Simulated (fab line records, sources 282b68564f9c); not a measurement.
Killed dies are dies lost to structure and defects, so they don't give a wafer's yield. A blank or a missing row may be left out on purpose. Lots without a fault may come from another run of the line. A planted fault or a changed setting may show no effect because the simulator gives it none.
A struck lot beside a sound one | flow rit_cmos | 15 steps out of a route of 202
Sound: wafers L609.1, L609.3, L609.5. Struck: wafers L618.3, L618.4, L618.5. The cause comes at the end.
At each step with rows: each side's tool, then ch and its chambers, then its first start. Under that, the readings that differ: sound wafers | struck wafers | difference of the means | sigmas: that difference in standard deviations of wafers without a fault.
alike: readings whose means differ by less than 2 such deviations, and words and numbers that are the same on both sides. not compared: withheld readings, readings that some wafer has no value for, bounds like >300 that may hide the same value, and numbers for which the record gives no deviation and whose values overlap.
The two part at a step that has a row with sigmas, a row that says differs or no value, or rows on one side only. Numbers that don't overlap but have no deviation are shown without sigmas and don't part them. A reading that every wafer of one side lacks parts them only if that side has two wafers or more.

first, 5 steps without rows for these wafers: RIT_M1_COAT_04 (resist thk 1300 nm); RIT_M1_SOFTBAKE_05 (time 60 s); RIT_M1_EXPOSE_06 (exposes mask M12, target cd 2600 nm); RIT_M1_PEB_07; RIT_M1_DEVELOP_08 (develop time 68 s).
RIT_M1_CD_MEAS_09: target cd 2600 nm.
  sound on cd_sem-01, day 4 01:13; struck on cd_sem-02, day 6 19:53
  reading    | sound                | struck               | difference | sigmas
  cd_nm (nm) | 2598.7 2599.3 2599.0 | 2604.3 2604.8 2604.5 | +5.5       | +2
RIT_M1_OVL_MEAS_10:
  sound on overlay-02, day 4 01:20; struck on overlay-01, day 6 19:59
  alike: M1_OVL
then, 1 step without rows for these wafers: RIT_M1_HARDBAKE_11 (time 120 s).
RIT_M1_METAL_ETCH_12: etches Al in Cl2/BCl3, stops on SiO2, time 165 s, target depth 600 nm.
  sound on rie_metal-04 ch 0,1, day 4 01:37; struck on rie_metal-02 ch 0,1, day 6 20:33
  alike: bcl3_flow_sccm, chamber_pressure_mTorr, drypump_motor_current_A, oes_product_au, throttle_valve_pct
  not compared: rf_hours_counter_h
then, 1 step without rows for these wafers: RIT_M1_STRIP_13 (strips in nmp, time 600 s).
RIT_M1_STRIP_14: strips in O2, time 180 s.
  sound on plasma_asher-02 ch 0,1, day 4 01:58; struck on plasma_asher-02 ch 0,1, day 6 20:53
  alike: chamber_pressure_mTorr, drypump_motor_current_A
  not compared: rf_hours_counter_h
RIT_M1_CD_MEAS_90: target cd 2600 nm.
  sound on cd_sem-01, day 4 02:09; struck on cd_sem-02, day 6 21:03
  alike: cd_nm
RIT_M1_ANNEAL_15: time 1800 s.
  sound on furnace-02 ch 0, day 4 02:16; struck on furnace-02 ch 0, day 6 22:17
  reading                   | sound                | struck               | difference | sigmas
  spike_tc_centre_C (C)     | 453.2 453.4 453.5    | 424.4 422.7 423.8    | -29.7      | -27
  spike_tc_load_C (C)       | 473.1 473.6 475.0    | 443.1 441.8 444.5    | -30.8      | -28
  spike_tc_source_C (C)     | 466.1 464.2 466.5    | 436.0 436.7 437.5    | -28.9      | -29
  tube_center_temp_C (C)    | 450.11 449.95 450.04 | 420 419.97 419.98    | -30        | -99 or more
  tube_center_temp_C_max    | 451.31 451.26 451.51 | 421.02 421.16 421.26 | -30.21     | -99 or more
  zone_power_centre_pct (%) | 16.93 16.79 16.98    | 15.80 15.59 15.35    | -1.32      | -7
  zone_power_load_pct (%)   | 6.25 6.18 6.30       | 5.45 5.51 5.52       | -0.75      | -12
  zone_power_source_pct (%) | 6.29 6.36 6.32       | 5.61 5.76 5.61       | -0.66      | -11
RIT_M1_BOW_MEAS_16:
  sound on film_metro-01, day 4 03:46; struck on film_metro-01, day 6 23:50
  alike: M1_BOW
RIT_M1_PROBE_99:
  sound on prober-01, day 4 03:53; struck on prober-01, day 7 00:01
  reading                                   | sound               | struck              | difference | sigmas
  model.etest.nmos_0p15.junction_log10_a_um | -13.41 -13.6 -13.48 | -13.64 -13.7 -13.62 | -0.16      |
  model.etest.contact_pplus.rc_ohm          | 1.437 1.392 1.436   | 1.588 1.601 1.575   | +0.166     |
  model.etest.contact_ppoly.rc_ohm          | 1.436 1.411 1.427   | 1.598 1.556 1.543   | +0.141     |
  model.etest.contact_npoly.rc_ohm          | 1.4 1.353 1.355     | 1.55 1.504 1.572    | +0.17      |
  model.etest.contact_nplus.rc_ohm          | 1.373 1.352 1.38    | 1.478 1.506 1.53    | +0.136     |
  alike: defect_limited_yield, killed_at_M0_to_M3, killed_at_contacts, killed_at_front_end, killed_dies, killed_open, killed_short, sort_bin_3_pad_short, sort_bin_5_function, sort_bin_6_memory, sort_n_pass, sort_yield_pct

WHERE THEY PART
First at RIT_M1_CD_MEAS_09; last, within this record, at RIT_M1_ANNEAL_15. Later steps at which nothing parts them and some readings are alike: RIT_M1_BOW_MEAS_16, RIT_M1_PROBE_99.

WHY: what the simulator had put in
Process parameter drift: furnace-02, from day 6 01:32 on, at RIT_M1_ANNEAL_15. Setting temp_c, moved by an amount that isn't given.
